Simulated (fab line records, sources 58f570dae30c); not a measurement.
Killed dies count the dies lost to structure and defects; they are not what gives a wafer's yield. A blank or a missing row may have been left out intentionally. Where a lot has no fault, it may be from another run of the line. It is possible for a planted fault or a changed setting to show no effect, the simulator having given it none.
Struck lot and sound lot, side by side	flow berkeley cmos170	14 out of 331 route steps
Sound: wafers L780.1, L780.3, L780.6. Wafers struck: L787.2, L787.4, L787.6. The cause comes at the end.
Each step with rows lists, per side, the tool, then ch with its chambers, then its first start. Under that, the readings that differ: sound wafers	struck wafers	difference of the means	sigmas: that difference in standard deviations of wafers without a fault.
alike: a reading whose means differ by less than 2 such deviations, as well as words and numbers matching on both sides. not compared: withheld readings; readings where some wafer has no value; bounds like >300 that might hide an equal value; numbers whose values overlap and for which the record gives no deviation.
The two part at a step that has a row with sigmas, a row that says differs or no value, or rows on one side only. Non-overlapping numbers with no deviation appear without sigmas and do not part them. A reading that every wafer of one side lacks parts them only if that side has two wafers or more.

UCB170_GATE_CD_MEAS_12 targets a cd of 350 nm.
  struck on cd sem-01, day 9 04:14; sound on cd sem-02, day 7 18:56
  alike: cd nm
UCB170_GATE_OVL_MEAS_13:
  struck on overlay-02, day 9 04:20; sound on overlay-01, day 7 19:03
  alike: GATE_OVL
UCB170_GATE_ETCH_14: etches BARC in N2/H2.
  sound on rie diel-01 ch 0,2, day 7 19:05; struck on rie diel-04 ch 0,2, day 9 04:22
reading	sound	struck	difference	sigmas
throttle valve pct (%)	13.49 13.70 13.69	13.28 13.15 13.15	-0.43	-3
  alike: drypump motor current A, oes product au
UCB170_GATE_ETCH_15: etches poly-Si in HBr/Cl2, stops on SiO2, time 56.3 s, target depth 278.2 nm.
  sound on rie si-01 ch 0,2,3, day 7 19:08; struck on rie si-01 ch 1,2, day 9 04:25
  alike: drypump motor current A, oes product au, throttle valve pct
  not compared: rf hours counter h
UCB170_GATE_STRIP_16: strips in O2.
  sound on plasma asher-01 ch 1, day 7 19:11; struck on plasma asher-03 ch 0,1, day 9 04:28
  alike: drypump motor current A, oes product au
  not compared: rf hours counter h
UCB170_GATE_CD_MEAS_90 targets a cd of 350 nm.
  struck on cd sem-02, day 9 04:35; sound on cd sem-02, day 7 19:32
  alike: cd nm
then, 6 steps without rows for these wafers: UCB170_GATE_CLEAN_17 (cleans in SPM, time 600 s); UCB170_PLDD_HMDS_00 (prime time 60 s); UCB170_PLDD_COAT_01 (resist thk 900 nm); UCB170_PLDD_SOFTBAKE_02 (time 60 s); UCB170_PLDD_EXPOSE_03 (exposes mask PSELECT, target cd 1200 nm); UCB170_PLDD_PEB_04.
UCB170_PLDD_DEVELOP_05: develop time 45 s.
  sound on litho track-01 ch 0, day 7 22:00; struck on litho track-01, day 9 05:00
  no value came back on the struck wafers for chill plate temp C (C), develop time s (s); on the sound wafers chill plate temp C (C) reads 23.09 22.90 22.85
reading	sound	struck	difference	sigmas
model.KrF_of_PLDD_COAT_01.thk nm (nm)	886.9 888.2 890.3	900.8 901.7 900.3	+12.5	
UCB170_PLDD_CD_MEAS_06 targets a cd of 1200 nm.
  struck on cd sem-01, day 9 05:50; sound on cd sem-02, day 7 22:28
reading	sound	struck	difference	sigmas
cd nm (nm)	1200.0 1200.5 1199.2	- - -	no value on the struck wafers	

## WHERE THEY PART
Earliest at UCB170_GATE_ETCH_14; latest, in this record, at UCB170_PLDD_CD_MEAS_06.

WHY: what the simulator had put in
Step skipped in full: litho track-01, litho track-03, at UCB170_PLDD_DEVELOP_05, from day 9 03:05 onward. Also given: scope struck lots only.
